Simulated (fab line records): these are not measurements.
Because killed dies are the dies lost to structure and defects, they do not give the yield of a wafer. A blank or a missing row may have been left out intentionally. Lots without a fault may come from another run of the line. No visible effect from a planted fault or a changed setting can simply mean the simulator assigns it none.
Which of the tools did it? :: flow berkeley cmos170 :: 7 lots, 21 wafers sampled, at 2 steps of a route of 331

WHAT THE GAUGES SHOWED, per wafer
UCB170_NLDD_TW_MEAS_11.
lot: L336
measured: day 7 21:55
on: film metro-01
NLDD_TW: 2183 2185 2190

lot: L340
measured: day 8 17:35
on: film metro-01
NLDD_TW: 2188 2192 2196

lot: L341
measured: day 9 01:08
on: film metro-03
NLDD_TW: 2181 2188 2192

lot: L342
measured: day 9 01:52
on: film metro-03
NLDD_TW: 2186 2182 2174

lot: L349
measured: day 10 11:48
on: film metro-02
NLDD_TW: 2282 2303 2301 2281 2300 2310

lot: L351
measured: day 11 03:37
on: film metro-01
NLDD_TW: 2287 2299 2301 2298 2287 2279

lot: L354
measured: day 11 22:11
on: film metro-02
NLDD_TW: 2199 2213 2210

WHICH TOOL RAN EACH LOT (tool, then ch and the chambers of the sampled wafers, then the start)
lot: L336
UCB170_NLDD_IMPLANT_09: implanter-03 ch 0, day 7 21:40

lot: L340
UCB170_NLDD_IMPLANT_09: implanter-02 ch 0, day 8 17:20

lot: L341
UCB170_NLDD_IMPLANT_09: implanter-01 ch 0, day 9 00:53

lot: L342
UCB170_NLDD_IMPLANT_09: implanter-01 ch 0, day 9 01:38

lot: L349
UCB170_NLDD_IMPLANT_09: implanter-01 ch 0, day 10 11:34

lot: L351
UCB170_NLDD_IMPLANT_09: implanter-01 ch 0, day 11 03:23

lot: L354
UCB170_NLDD_IMPLANT_09: implanter-02 ch 0, day 11 21:56
- UCB170_NLDD_IMPLANT_09

THE ANSWER, worked out from the rows above alone
Rule: what is usual is taken from the lots themselves. The widest of any qualifying gaps counts: lots, ordered by their means at a reading, are off when they make up no more than a third of the lots, leave a main group of 4 or more, and stand apart from it by 3 or more times the standard deviation of that group's means. The tables above print the reading to a certain number of digits; a main group whose means all agree to those digits is not used. Also off: a lot with no number at a reading for which 4 or more lots have one. Any other lot the step has rows for is counted as sound.
Off: L349, L351, seen at UCB170_NLDD_TW_MEAS_11 (NLDD_TW). For the main group the mean is 2191 and the standard deviation 9.1.
If a tool, at a process step before that reading, ran all the lots that are off and no sound lot after the first of them, it fits. Gauges at UCB170_NLDD_TW_MEAS_11: tried the same way as those tools. One fits: UCB170_NLDD_IMPLANT_09 on implanter-01. Its last sound lot is L342 (day 9 01:38), its first lot that is off L349 (day 10 11:34): a fault that began between those two fits.

WHAT WAS PUT IN BY THE SIMULATOR
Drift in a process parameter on implanter-01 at UCB170_NLDD_IMPLANT_09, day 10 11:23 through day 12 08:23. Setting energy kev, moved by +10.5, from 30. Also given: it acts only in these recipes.
Struck lots among those shown: L349, L351. The rule above found the same.
